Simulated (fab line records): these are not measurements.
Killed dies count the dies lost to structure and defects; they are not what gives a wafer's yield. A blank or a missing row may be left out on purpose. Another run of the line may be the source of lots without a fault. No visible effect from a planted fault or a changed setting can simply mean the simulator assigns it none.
Which tool did it?	flow ritCmos	14 lots, 42 wafers sampled, at 2 steps of a route of 202

== WHAT EACH GAUGE READ, for each wafer ==
RIT_WELLDRIVE_RS_MEAS_01: the measuring method here is four-point-probe.
lot	measured	on	NWELL_RS (ohm/sq)
L571	day 2 05:13	filmMetro-03	275.9 275.4 275.0
L573	day 2 15:52	filmMetro-03	274.4 275.3 274.7
L574	day 2 19:28	filmMetro-02	276.0 275.8 275.5
L575	day 3 01:55	filmMetro-03	275.9 275.7 276.3
L576	day 3 06:06	filmMetro-03	275.3 275.6 275.2
L577	day 3 11:57	filmMetro-03	276.5 275.8 274.9
L579	day 3 19:49	filmMetro-03	275.1 275.1 275.8
L580	day 4 02:22	filmMetro-03	274.6 275.5 275.3
L581	day 4 07:59	filmMetro-03	275.5 275.7 275.9
L582	day 4 13:38	filmMetro-03	274.6 275.4 275.8
L585	day 5 03:16	filmMetro-03	275.4 275.4 275.5
L586	day 5 07:51	filmMetro-04	266.8 266.8 267.7
L588	day 5 19:03	filmMetro-02	274.7 274.4 274.0
L589	day 6 00:41	filmMetro-02	265.8 267.0 266.9

== WHICH TOOL RAN EACH LOT (tool, then ch and the chambers of the sampled wafers, then the start) ==
lot	RIT_NWELL_IMPLANT_08
L571	implanter-01 ch 0, day 1 21:30
L573	implanter-03 ch 0, day 2 08:46
L574	implanter-03 ch 0, day 2 11:55
L575	implanter-01 ch 0, day 2 18:24
L576	implanter-01 ch 0, day 2 23:05
L577	implanter-02 ch 0, day 3 03:50
L579	implanter-03 ch 0, day 3 12:35
L580	implanter-02 ch 0, day 3 19:13
L581	implanter-03 ch 0, day 4 00:31
L582	implanter-01 ch 0, day 4 06:29
L585	implanter-03 ch 0, day 4 19:54
L586	implanter-03 ch 0, day 5 00:41
L588	implanter-02 ch 0, day 5 11:36
L589	implanter-03 ch 0, day 5 17:40
- RIT_NWELL_IMPLANT_08

== AS READ BY THE TOOLS THEMSELVES (means over the sampled wafers that have a number; for cases with no such wafer, the mark the record gives instead) ==
RIT_NWELL_IMPLANT_08.
lot	tool	doseIonsCm2	faradayCurrentUA
L571	implanter-01	4.999e+13	158
L573	implanter-03	5.003e+13	157
L574	implanter-03	4.998e+13	158
L575	implanter-01	5.011e+13	161
L576	implanter-01	4.999e+13	162
L577	implanter-02	4.999e+13	158
L579	implanter-03	5.008e+13	156
L580	implanter-02	5.008e+13	158
L581	implanter-03	4.997e+13	157
L582	implanter-01	4.998e+13	158
L585	implanter-03	5.001e+13	160
L586	implanter-03	5.287e+13	169
L588	implanter-02	4.999e+13	158
L589	implanter-03	5.285e+13	169

== THE ANSWER, worked out from the rows above alone ==
Rule: what is usual is taken from the lots themselves. The widest of any qualifying gaps counts: lots, ordered by their means at a reading, are off when they make up no more than a third of the lots, leave a main group of 4 or more, and stand apart from it by 3 or more times the standard deviation of that group's means. If all means in a main group match to the digits the tables above print for the reading, that group is not used. A lot without any number at a reading at which 4 lots or more have one is off too. All remaining lots with rows at the step are treated as sound. Order of review: gauges by route order, followed by the tools' own readings, for which a lot's mean as printed above is used. The first step at which some lot is off is used, and at that step the reading that is off furthest; a lot without a number counts as furthest.
Off: L586, L589, seen at RIT_WELLDRIVE_RS_MEAS_01 (NWELL_RS). Mean 275.4 ohm/sq and standard deviation 0.42 in the main group.
If a tool, at a process step before that reading, ran all the lots that are off and no sound lot after the first of them, it fits. Not tried: the gauges at RIT_WELLDRIVE_RS_MEAS_01; whatever is off there is also off at RIT_NWELL_IMPLANT_08, on other tools, and gauge error can't account for it. One fits: implanter-03 at RIT_NWELL_IMPLANT_08. Its last sound lot is L585 (day 4 19:54), its first lot that is off L586 (day 5 00:41): a fault that began between those two fits.
The tool's own readings at RIT_NWELL_IMPLANT_08 bear it out: on the lots that are off they differ by more than 5 times the standard deviation of the sound lots' means. doseIonsCm2 reads 5.286e+13 there against 5.002e+13 on the sound lots; faradayCurrentUA reads 169 there against 158 on the sound lots.

== WHAT THE SIMULATOR HAD INSERTED ==
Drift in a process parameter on implanter-03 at RIT_NWELL_IMPLANT_08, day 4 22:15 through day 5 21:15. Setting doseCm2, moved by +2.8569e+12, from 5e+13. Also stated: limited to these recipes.
Lots struck among those shown: L586, L589. Same finding as the rule above.
